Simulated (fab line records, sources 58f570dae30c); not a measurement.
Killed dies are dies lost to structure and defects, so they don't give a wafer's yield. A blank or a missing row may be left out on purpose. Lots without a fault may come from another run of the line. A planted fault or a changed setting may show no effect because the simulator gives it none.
Which tool did it? | flow berkeley_cmos170 | 14 lots, 42 wafers sampled, at 1 step of a route of 331

WHAT THE GAUGES READ, wafer by wafer
The record holds no reading of a measuring or inspecting step that can be judged against a usual standard deviation.

WHICH TOOL RAN EACH LOT (tool, then ch and the chambers of the sampled wafers, then the start)
lot  | UCB170_PFIELD_IMPLANT_07
L991 | implanter-04 ch 0, day 4 08:48
L994 | implanter-01 ch 0, day 5 04:55
L993 | implanter-02 ch 0, day 5 05:16
L996 | implanter-04 ch 0, day 5 17:24
L997 | implanter-04 ch 0, day 5 17:54
L998 | implanter-01 ch 0, day 6 05:05
L107 | implanter-04 ch 0, day 8 00:28
L109 | implanter-04 ch 0, day 8 12:26
L108 | implanter-01 ch 0, day 8 12:44
L110 | implanter-02 ch 0, day 8 20:16
L111 | implanter-01 ch 0, day 8 20:32
L112 | implanter-02 ch 0, day 9 07:02
L113 | implanter-01 ch 0, day 9 07:16
L114 | implanter-01 ch 0, day 9 17:53
- UCB170_PFIELD_IMPLANT_07

WHAT THE TOOLS THEMSELVES READ (means of the sampled wafers that have a number; where no wafer has one, the mark that the record gives instead)
UCB170_PFIELD_IMPLANT_07. Usual: beam_energy_keV 79.999, standard deviation 0.026.
lot  | tool         | beam_energy_keV | flag
L991 | implanter-04 | 80.035          |
L994 | implanter-01 | 79.994          |
L993 | implanter-02 | 80.001          |
L996 | implanter-04 | 79.956          |
L997 | implanter-04 | 79.993          |
L998 | implanter-01 | 80.012          |
L107 | implanter-04 | 76.872          | OFF
L109 | implanter-04 | 76.920          | OFF
L108 | implanter-01 | 79.995          |
L110 | implanter-02 | 80.011          |
L111 | implanter-01 | 80.016          |
L112 | implanter-02 | 80.017          |
L113 | implanter-01 | 80.006          |
L114 | implanter-01 | 79.988          |

THE ANSWER, worked out from the rows above alone
Rule: a lot is off if the mean of its wafers that have a number lies more than 3 standard deviations from the usual mean. A lot without any number at a reading at which 4 lots or more have one is off too. The other lots that the step has rows for count as sound. The gauges are gone through in route order, then the tools' own readings, and for those a lot's mean is taken as printed above. The first step at which some lot is off is used, and at that step the reading that is off furthest; a lot without a number counts as furthest.
Off: L107, L109, at UCB170_PFIELD_IMPLANT_07 (beam_energy_keV).
A tool fits if, at that step or a process step before it, it ran every lot that is off, and no sound lot after the first of them. One fits: implanter-04 at UCB170_PFIELD_IMPLANT_07. Its last sound lot is L997 (day 5 17:54), its first lot that is off L107 (day 8 00:28): a fault that began between those two fits.
The tool's own readings at UCB170_PFIELD_IMPLANT_07 bear it out: on the lots that are off they differ by more than 5 times the standard deviation of the sound lots' means. beam_energy_keV reads 76.896 there against 80.002 on the sound lots.

WHAT THE SIMULATOR HAD PUT IN
Process parameter drift: implanter-04, from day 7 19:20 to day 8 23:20, at UCB170_PFIELD_IMPLANT_07. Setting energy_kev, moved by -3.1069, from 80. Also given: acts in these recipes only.
Lots struck among those shown: L107, L109. The rule above found the same.
